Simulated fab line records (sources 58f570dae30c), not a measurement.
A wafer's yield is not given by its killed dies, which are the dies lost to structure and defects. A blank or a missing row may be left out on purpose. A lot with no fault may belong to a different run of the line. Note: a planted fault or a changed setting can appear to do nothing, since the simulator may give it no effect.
Split-lot experiment || flow berkeley-cmos170 || 5 lots, 23 wafers read, on a route of 331 steps

ABOUT THE SPLIT
At UCB170_ACTIVE_PEB_11, the setting peb-temp-c was moved away from the recipe's 130 C on 7 of the 23 wafers read, by -2.8% to +2.1%. This setting was run at the recipe's value on the other wafers.

FROM THE SPLIT TO THE READING: what the file shows between them, 4 steps
- UCB170_ACTIVE_DEVELOP_12: develop time 45 s
- UCB170_ACTIVE_CD_MEAS_13: target cd 1200 nm
- UCB170_ACTIVE_ETCH_15: etches Si3N4 in CH3F/Ar/O2, stops on SiO2, target depth 242 nm, time 151 s (also split here: time-s)
- UCB170_ACTIVE_STRIP_16: strips in O2

THE READING
At UCB170_ACTIVE_CD_MEAS_90: cd-nm in nanometres, against a target cd of 1200 nm. Fault-free wafers of this fab line usually give 1200.6 nm, standard deviation 1.2 nm.

{"wafer": "L077.1", "tool, chamber at the split": "litho-track-04, 0", "peb-temp-c as run, C": 130, "against the recipe": "recipe", "cd-nm, nm": 1201.2, "against lot-mates on the recipe": "-"}
{"wafer": "L077.2", "tool, chamber at the split": "litho-track-04, 0", "peb-temp-c as run, C": 130, "against the recipe": "recipe", "cd-nm, nm": 1201.0, "against lot-mates on the recipe": "-"}
{"wafer": "L077.3", "tool, chamber at the split": "litho-track-04, 0", "peb-temp-c as run, C": 130, "against the recipe": "recipe", "cd-nm, nm": 1200.8, "against lot-mates on the recipe": "-"}
{"wafer": "L077.5", "tool, chamber at the split": "litho-track-04, 0", "peb-temp-c as run, C": 130, "against the recipe": "recipe", "cd-nm, nm": 1199.4, "against lot-mates on the recipe": "-"}
{"wafer": "L077.6", "tool, chamber at the split": "litho-track-04, 0", "peb-temp-c as run, C": 130, "against the recipe": "recipe", "cd-nm, nm": 1200.3, "against lot-mates on the recipe": "-"}
{"wafer": "L075.1", "tool, chamber at the split": "litho-track-03, 0", "peb-temp-c as run, C": 132.7, "against the recipe": "+2.1%", "cd-nm, nm": 1186.2, "against lot-mates on the recipe": -14.5}
{"wafer": "L075.2", "tool, chamber at the split": "litho-track-03, 0", "peb-temp-c as run, C": 130, "against the recipe": "recipe", "cd-nm, nm": 1201.4, "against lot-mates on the recipe": "-"}
{"wafer": "L075.3", "tool, chamber at the split": "litho-track-03, 0", "peb-temp-c as run, C": 130, "against the recipe": "recipe", "cd-nm, nm": 1200.4, "against lot-mates on the recipe": "-"}
{"wafer": "L075.4", "tool, chamber at the split": "litho-track-03, 0", "peb-temp-c as run, C": 132.7, "against the recipe": "+2.1%", "cd-nm, nm": 1185.2, "against lot-mates on the recipe": -15.5}
{"wafer": "L075.6", "tool, chamber at the split": "litho-track-03, 0", "peb-temp-c as run, C": 130, "against the recipe": "recipe", "cd-nm, nm": 1200.3, "against lot-mates on the recipe": "-"}
{"wafer": "L080.1", "tool, chamber at the split": "litho-track-04, 0", "peb-temp-c as run, C": 130, "against the recipe": "recipe", "cd-nm, nm": 1200.5, "against lot-mates on the recipe": "-"}
{"wafer": "L080.3", "tool, chamber at the split": "litho-track-04, 0", "peb-temp-c as run, C": 127.8, "against the recipe": "-1.7%", "cd-nm, nm": 1217.1, "against lot-mates on the recipe": "+16.7"}
{"wafer": "L080.4", "tool, chamber at the split": "litho-track-04, 0", "peb-temp-c as run, C": 127.8, "against the recipe": "-1.7%", "cd-nm, nm": 1215.8, "against lot-mates on the recipe": "+15.4"}
{"wafer": "L080.5", "tool, chamber at the split": "litho-track-04, 0", "peb-temp-c as run, C": 130, "against the recipe": "recipe", "cd-nm, nm": 1200.4, "against lot-mates on the recipe": "-"}
{"wafer": "L080.6", "tool, chamber at the split": "litho-track-04, 0", "peb-temp-c as run, C": 130, "against the recipe": "recipe", "cd-nm, nm": 1200.4, "against lot-mates on the recipe": "-"}
{"wafer": "L082.1", "tool, chamber at the split": "litho-track-04, 0", "peb-temp-c as run, C": 130, "against the recipe": "recipe", "cd-nm, nm": 1198.8, "against lot-mates on the recipe": "-"}
{"wafer": "L082.2", "tool, chamber at the split": "litho-track-04, 0", "peb-temp-c as run, C": 130, "against the recipe": "recipe", "cd-nm, nm": 1200.2, "against lot-mates on the recipe": "-"}
{"wafer": "L082.5", "tool, chamber at the split": "litho-track-04, 0", "peb-temp-c as run, C": 130, "against the recipe": "recipe", "cd-nm, nm": 1198.3, "against lot-mates on the recipe": "-"}
{"wafer": "L081.1", "tool, chamber at the split": "litho-track-03, 0", "peb-temp-c as run, C": 126.3, "against the recipe": "-2.8%", "cd-nm, nm": 1229.8, "against lot-mates on the recipe": "+29.7"}
{"wafer": "L081.2", "tool, chamber at the split": "litho-track-03, 0", "peb-temp-c as run, C": 130, "against the recipe": "recipe", "cd-nm, nm": 1200.9, "against lot-mates on the recipe": "-"}
{"wafer": "L081.3", "tool, chamber at the split": "litho-track-03, 0", "peb-temp-c as run, C": 130, "against the recipe": "recipe", "cd-nm, nm": 1199.2, "against lot-mates on the recipe": "-"}
{"wafer": "L081.4", "tool, chamber at the split": "litho-track-03, 0", "peb-temp-c as run, C": 126.3, "against the recipe": "-2.8%", "cd-nm, nm": 1230.2, "against lot-mates on the recipe": "+30.1"}
{"wafer": "L081.6", "tool, chamber at the split": "litho-track-03, 0", "peb-temp-c as run, C": 126.3, "against the recipe": "-2.8%", "cd-nm, nm": 1229.9, "against lot-mates on the recipe": "+29.8"}

THE FIT
A straight line over all 23 wafers: cd-nm changes by -9.38 nm for each +1% of peb-temp-c; r = -0.99; the points scatter about the line by 1.9 nm.
The same after taking each lot's own level away (the mean of its wafers on the recipe; 23 wafers): -9.46 nm for each +1%; r = -0.99; scatter 1.7 nm.
According to that fit, moving peb-temp-c by its largest amount changes the reading by 27 nm.
The lots' own levels span 1199.10 to 1200.70 nm, that is 1.3 times the standard deviation above.
So the lot-to-lot level changes the slope little: the two slopes agree.
Check: with one of the wafers moved furthest among these (-2.8%) left out of the fit, the line predicts +27.2 nm for it against its lot-mates. It came out at +29.7 nm against them.

THESE WAFERS: OTHER SPLITS
Note: prior to the reading, these wafers also went through further splits. Each is held against what the fit with the lots' levels taken away leaves over:
{"other split on the same wafers": "UCB170_ZERO_COAT_01 resist-thk-nm", "wafers away from the commonest value": 8, "r with cd-nm (lot level and that fit taken away)": -0.17}
{"other split on the same wafers": "UCB170_ZERO_DEVELOP_05 dev-temp-c", "wafers away from the commonest value": 7, "r with cd-nm (lot level and that fit taken away)": "+0.11"}
{"other split on the same wafers": "UCB170_NWELL_COAT_07 spin-rpm", "wafers away from the commonest value": 6, "r with cd-nm (lot level and that fit taken away)": "+0.28"}
{"other split on the same wafers": "UCB170_NWELL_ETCH_13 over-etch-frac", "wafers away from the commonest value": 6, "r with cd-nm (lot level and that fit taken away)": -0.40}
{"other split on the same wafers": "UCB170_WELLDRIVE_OXIDATION_01 ox-time-s", "wafers away from the commonest value": 10, "r with cd-nm (lot level and that fit taken away)": -0.07}
{"other split on the same wafers": "UCB170_ACTIVE_ETCH_15 time-s", "wafers away from the commonest value": 5, "r with cd-nm (lot level and that fit taken away)": -0.18}

THE WHOLE CHAIN: every reading that the file lists as answering this split, in the file's order
{"step": "UCB170_ACTIVE_CD_MEAS_13", "what it does": "target cd 1200 nm", "reading": "cd-nm", "change (the file's fit)": "-9.36 nm for each +1% of the setting", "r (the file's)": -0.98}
{"step": "UCB170_ACTIVE_ETCH_15", "what it does": "etches Si3N4 in CH3F/Ar/O2, stops on SiO2, target depth 242 nm, time 151 s", "reading": "ACTIVE.cd-nm (the simulator's own value, which no gauge read)", "change (the file's fit)": "-9.33 nm for each +1% of the setting", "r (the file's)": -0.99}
{"step": "UCB170_ACTIVE_CD_MEAS_90", "what it does": "target cd 1200 nm", "reading": "cd-nm", "change (the file's fit)": "-9.39 nm for each +1% of the setting", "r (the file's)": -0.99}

FILE'S OWN FIT
cd-nm changes by -9.39 nm for each +1% of peb-temp-c, r = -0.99.
